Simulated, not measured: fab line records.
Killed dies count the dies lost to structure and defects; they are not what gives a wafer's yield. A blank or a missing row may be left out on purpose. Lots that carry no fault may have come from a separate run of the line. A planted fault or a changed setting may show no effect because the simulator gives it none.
fab line records / flow ritCmos
record: lots: 13 wafers: 39 lastDay: 7
route steps=202 shown NWELL@37
lots that met no fault: taken from a fault-free run of the same line
startH: hours from the record's first day to the start of the lot's first wafer shown / waitH: how many hours have passed since the lot's step before this one / " unchanged from the row above / L1.1+2: one row covering several wafers at once / - no value, or no start was given / * or withheld: withheld / < > ~ a bound
route shown NAME@n: NAME is a module with steps in the file, n the number in the route of the first one / usual: the fault-free wafers' mean and standard deviation / same: alike in all rows / chamber/n: place in a boat / sites: the reading at each site / _std_site: their standard deviation / _edge_site: outer sites' mean less inner sites' / radiusMm: for every site, how far away it sits from the centre of the wafer / mask NAME#n: copy n / behind: tool/chamber where the wafer was last shaped / hold: why the lot was held/for how many hours/how that ended / device: names the non-switching transistor (n, p or np) / end of line: tests of these same wafers at the route's end / where a step has no rows: the recipe by itself / killed: not the wafer's yield, but the dies lost to structure and defects at the first sort / map: the dies of a wafer, with x for killed, . for not killed, _ for no die there
set.NAME: setting as actually run; set.NAME@STEP: the setting as run at that earlier step / model.NAME: the simulator's own value behind a step, which no gauge read
steps of the route over a sample of lots; a table a step, a row a wafer
services: the hour from which a tool's chamber was out of use, counted from the record's first day as startH (under 0 if before that day), plus the number of hours and why
== steps ==
step: RIT_NWELL_STRIP_09
recipe: chemistry: O2 timeS: 180 resist: NOVOLAK platenTempC: withheld powerW: 500 pressureMtorr: 4000 o2FlowSccm: 4000
usual: chamberPressureMTorr: 4000/3.5 drypumpMotorCurrentA: 5.9/0.41 o2FlowSccm: 4000/11 runLengthS: 208.3/0.51
lot.wafer=L572.1 tool=plasmaAsher-04 chamber=0 startH=27.67 waitH=0.1 chamberPressureMTorr=3997 drypumpMotorCurrentA=6.2 o2FlowSccm=4011 rfHoursCounterH=20 runLengthS=208.9
lot.wafer=L572.3 tool=plasmaAsher-04 chamber=1 startH=27.67 waitH=0.1 chamberPressureMTorr=3998 drypumpMotorCurrentA=5.5 o2FlowSccm=4002 rfHoursCounterH=- runLengthS=208.5
lot.wafer=L572.6 tool=plasmaAsher-04 chamber=0 startH=27.67 waitH=0.1 chamberPressureMTorr=3997 drypumpMotorCurrentA=6.2 o2FlowSccm=3990 rfHoursCounterH=- runLengthS=208.1
lot.wafer=L571.1 tool=plasmaAsher-04 chamber=1 startH=28.40 waitH=0.1 chamberPressureMTorr=4004 drypumpMotorCurrentA=5.5 o2FlowSccm=3983 rfHoursCounterH=20 runLengthS=208.7
lot.wafer=L571.4 tool=plasmaAsher-04 chamber=1 startH=28.40 waitH=0.1 chamberPressureMTorr=3995 drypumpMotorCurrentA=5.5 o2FlowSccm=3994 rfHoursCounterH=- runLengthS=209.0
lot.wafer=L571.5 tool=plasmaAsher-04 chamber=1 startH=28.40 waitH=0.1 chamberPressureMTorr=3998 drypumpMotorCurrentA=5.5 o2FlowSccm=4004 rfHoursCounterH=- runLengthS=208.2
lot.wafer=L573.3 tool=plasmaAsher-04 chamber=0 startH=31.55 waitH=0.1 chamberPressureMTorr=3999 drypumpMotorCurrentA=6.2 o2FlowSccm=3994 rfHoursCounterH=- runLengthS=208.5
lot.wafer=L573.4 tool=plasmaAsher-04 chamber=1 startH=31.55 waitH=0.1 chamberPressureMTorr=4001 drypumpMotorCurrentA=5.5 o2FlowSccm=4009 rfHoursCounterH=- runLengthS=208.7
lot.wafer=L573.5 tool=plasmaAsher-04 chamber=1 startH=31.55 waitH=0.1 chamberPressureMTorr=4000 drypumpMotorCurrentA=5.5 o2FlowSccm=3994 rfHoursCounterH=- runLengthS=208.4
lot.wafer=L574.2 tool=plasmaAsher-04 chamber=0 startH=42.69 waitH=0.1 chamberPressureMTorr=4001 drypumpMotorCurrentA=6.2 o2FlowSccm=3994 rfHoursCounterH=22 runLengthS=72.7
lot.wafer=L574.5 tool=plasmaAsher-04 chamber=0 startH=42.69 waitH=0.1 chamberPressureMTorr=4000 drypumpMotorCurrentA=6.2 o2FlowSccm=3996 rfHoursCounterH=- runLengthS=72.3
lot.wafer=L574.6 tool=plasmaAsher-04 chamber=1 startH=42.69 waitH=0.1 chamberPressureMTorr=4001 drypumpMotorCurrentA=5.5 o2FlowSccm=3981 rfHoursCounterH=- runLengthS=72.1
lot.wafer=L584.2 tool=plasmaAsher-04 chamber=0 startH=92.53 waitH=0.1 chamberPressureMTorr=4004 drypumpMotorCurrentA=6.2 o2FlowSccm=4000 rfHoursCounterH=27 runLengthS=208.1
lot.wafer=L584.5 tool=plasmaAsher-04 chamber=0 startH=92.53 waitH=0.1 chamberPressureMTorr=3998 drypumpMotorCurrentA=6.1 o2FlowSccm=4020 rfHoursCounterH=- runLengthS=208.1
lot.wafer=L584.6 tool=plasmaAsher-04 chamber=1 startH=92.53 waitH=0.1 chamberPressureMTorr=4004 drypumpMotorCurrentA=5.5 o2FlowSccm=3982 rfHoursCounterH=- runLengthS=208.4
lot.wafer=L585.1 tool=plasmaAsher-04 chamber=1 startH=96.45 waitH=0.1 chamberPressureMTorr=3998 drypumpMotorCurrentA=5.5 o2FlowSccm=4000 rfHoursCounterH=28 runLengthS=208.2
lot.wafer=L585.5 tool=plasmaAsher-04 chamber=0 startH=96.45 waitH=0.1 chamberPressureMTorr=4007 drypumpMotorCurrentA=6.2 o2FlowSccm=4004 rfHoursCounterH=- runLengthS=208.4
lot.wafer=L585.6 tool=plasmaAsher-04 chamber=1 startH=96.45 waitH=0.1 chamberPressureMTorr=3999 drypumpMotorCurrentA=5.5 o2FlowSccm=4001 rfHoursCounterH=- runLengthS=208.5
lot.wafer=L586.1 tool=plasmaAsher-01 chamber=0 startH=97.57 waitH=0.1 chamberPressureMTorr=4000 drypumpMotorCurrentA=5.4 o2FlowSccm=4012 rfHoursCounterH=47 runLengthS=208.6
lot.wafer=L586.4 tool=plasmaAsher-01 chamber=1 startH=97.57 waitH=0.1 chamberPressureMTorr=3996 drypumpMotorCurrentA=6.5 o2FlowSccm=4009 rfHoursCounterH=- runLengthS=207.7
lot.wafer=L586.5 tool=plasmaAsher-01 chamber=0 startH=97.57 waitH=0.1 chamberPressureMTorr=4004 drypumpMotorCurrentA=5.4 o2FlowSccm=4014 rfHoursCounterH=- runLengthS=208.6
lot.wafer=L588.3 tool=plasmaAsher-04 chamber=1 startH=115.11 waitH=0.1 chamberPressureMTorr=3999 drypumpMotorCurrentA=5.5 o2FlowSccm=4004 rfHoursCounterH=- runLengthS=208.4
lot.wafer=L588.4 tool=plasmaAsher-04 chamber=0 startH=115.11 waitH=0.1 chamberPressureMTorr=4006 drypumpMotorCurrentA=6.2 o2FlowSccm=4005 rfHoursCounterH=- runLengthS=208.7
lot.wafer=L588.5 tool=plasmaAsher-04 chamber=1 startH=115.11 waitH=0.1 chamberPressureMTorr=3997 drypumpMotorCurrentA=5.5 o2FlowSccm=4006 rfHoursCounterH=- runLengthS=208.8
lot.wafer=L589.2 tool=plasmaAsher-04 chamber=0 startH=115.28 waitH=0.1 chamberPressureMTorr=3998 drypumpMotorCurrentA=6.2 o2FlowSccm=4001 rfHoursCounterH=32 runLengthS=208.4
lot.wafer=L589.5 tool=plasmaAsher-04 chamber=0 startH=115.28 waitH=0.1 chamberPressureMTorr=4002 drypumpMotorCurrentA=6.2 o2FlowSccm=4000 rfHoursCounterH=- runLengthS=208.1
lot.wafer=L589.6 tool=plasmaAsher-04 chamber=1 startH=115.28 waitH=0.1 chamberPressureMTorr=4001 drypumpMotorCurrentA=5.5 o2FlowSccm=3982 rfHoursCounterH=- runLengthS=208.2
lot.wafer=L590.1 tool=plasmaAsher-04 chamber=0 startH=118.94 waitH=0.1 chamberPressureMTorr=3998 drypumpMotorCurrentA=6.2 o2FlowSccm=4004 rfHoursCounterH=33 runLengthS=208.1
lot.wafer=L590.3 tool=plasmaAsher-04 chamber=1 startH=118.94 waitH=0.1 chamberPressureMTorr=4001 drypumpMotorCurrentA=5.5 o2FlowSccm=3983 rfHoursCounterH=- runLengthS=208.4
lot.wafer=L590.5 tool=plasmaAsher-04 chamber=1 startH=118.94 waitH=0.1 chamberPressureMTorr=3997 drypumpMotorCurrentA=5.5 o2FlowSccm=3996 rfHoursCounterH=- runLengthS=208.5
lot.wafer=L591.1 tool=plasmaAsher-02 chamber=1 startH=126.31 waitH=0.1 chamberPressureMTorr=4000 drypumpMotorCurrentA=5.5 o2FlowSccm=3990 rfHoursCounterH=43 runLengthS=209.0
lot.wafer=L591.5 tool=plasmaAsher-02 chamber=1 startH=126.31 waitH=0.1 chamberPressureMTorr=3999 drypumpMotorCurrentA=5.4 o2FlowSccm=3997 rfHoursCounterH=- runLengthS=209.1
lot.wafer=L591.6 tool=plasmaAsher-02 chamber=0 startH=126.31 waitH=0.1 chamberPressureMTorr=3997 drypumpMotorCurrentA=6.0 o2FlowSccm=3984 rfHoursCounterH=- runLengthS=207.5
lot.wafer=L592.2 tool=plasmaAsher-01 chamber=0 startH=131.82 waitH=0.1 chamberPressureMTorr=3994 drypumpMotorCurrentA=5.4 o2FlowSccm=4000 rfHoursCounterH=0 runLengthS=209.1
lot.wafer=L592.5 tool=plasmaAsher-01 chamber=1 startH=131.82 waitH=0.1 chamberPressureMTorr=3997 drypumpMotorCurrentA=6.5 o2FlowSccm=3998 rfHoursCounterH=- runLengthS=207.4
lot.wafer=L592.6 tool=plasmaAsher-01 chamber=0 startH=131.82 waitH=0.1 chamberPressureMTorr=3994 drypumpMotorCurrentA=5.4 o2FlowSccm=3999 rfHoursCounterH=- runLengthS=208.7
lot.wafer=L593.1 tool=plasmaAsher-02 chamber=1 startH=132.06 waitH=0.1 chamberPressureMTorr=3999 drypumpMotorCurrentA=5.4 o2FlowSccm=4021 rfHoursCounterH=44 runLengthS=209.0
lot.wafer=L593.2 tool=plasmaAsher-02 chamber=0 startH=132.06 waitH=0.1 chamberPressureMTorr=3999 drypumpMotorCurrentA=6.0 o2FlowSccm=3995 rfHoursCounterH=44 runLengthS=207.5
lot.wafer=L593.4 tool=plasmaAsher-02 chamber=0 startH=132.06 waitH=0.1 chamberPressureMTorr=3998 drypumpMotorCurrentA=6.0 o2FlowSccm=4004 rfHoursCounterH=- runLengthS=207.4
== services ==
tool=plasmaAsher-01 chamber=- startH=15.29 hours=2.2 kind=repair
tool=plasmaAsher-04 chamber=- startH=22.17 hours=2.4 kind=repair
tool=plasmaAsher-02 chamber=- startH=72.88 hours=49.5 kind=pm
tool=plasmaAsher-01 chamber=- startH=106.39 hours=14.1 kind=pm
tool=plasmaAsher-01 chamber=- startH=120.52 hours=9.0 kind=pm
tool=plasmaAsher-01 chamber=0 startH=120.52 hours=9.0 kind=ventCycle
tool=plasmaAsher-01 chamber=1 startH=120.52 hours=9.0 kind=ventCycle
tool=plasmaAsher-02 chamber=- startH=122.41 hours=2.8 kind=pm
tool=plasmaAsher-01 chamber=0 startH=129.52 hours=- kind=clean
tool=plasmaAsher-01 chamber=1 startH=129.52 hours=- kind=clean
== key ==
firstSign: step: RIT_NWELL_STRIP_09 reading: runLengthS direction: down sigmas: 99+ usual: * struck: *
effect none on later readings
metAt RIT_NWELL_STRIP_09
struckLots L574
laterRowsLeftOut L574.2,L574.5,L574.6
sortLeftOut L574.2,L574.5,L574.6
testerLeftOut L574
onsetBetween 31.55 42.69
fault: kind: stripAborted tool: plasmaAsher-04 chamber: - onsetH: 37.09 steps: RIT_NWELL_STRIP_09 offset: 0.6 endH: 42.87
testerLeftOut: of these lots the tester's yield and bins aren't shown, on N5 and GAA mostly nor the transistor test; their killed dies are dies lost to structure and defects alone, not to doping, threshold or leakage, so they don't give the yield
sortLeftOut: the simulated sort isn't trusted on such a fault, so these wafers' sort isn't shown, and their yield isn't known
laterRowsLeftOut: the simulator's readings of these wafers behind a module that went badly wrong aren't trusted and aren't shown, but for the sort
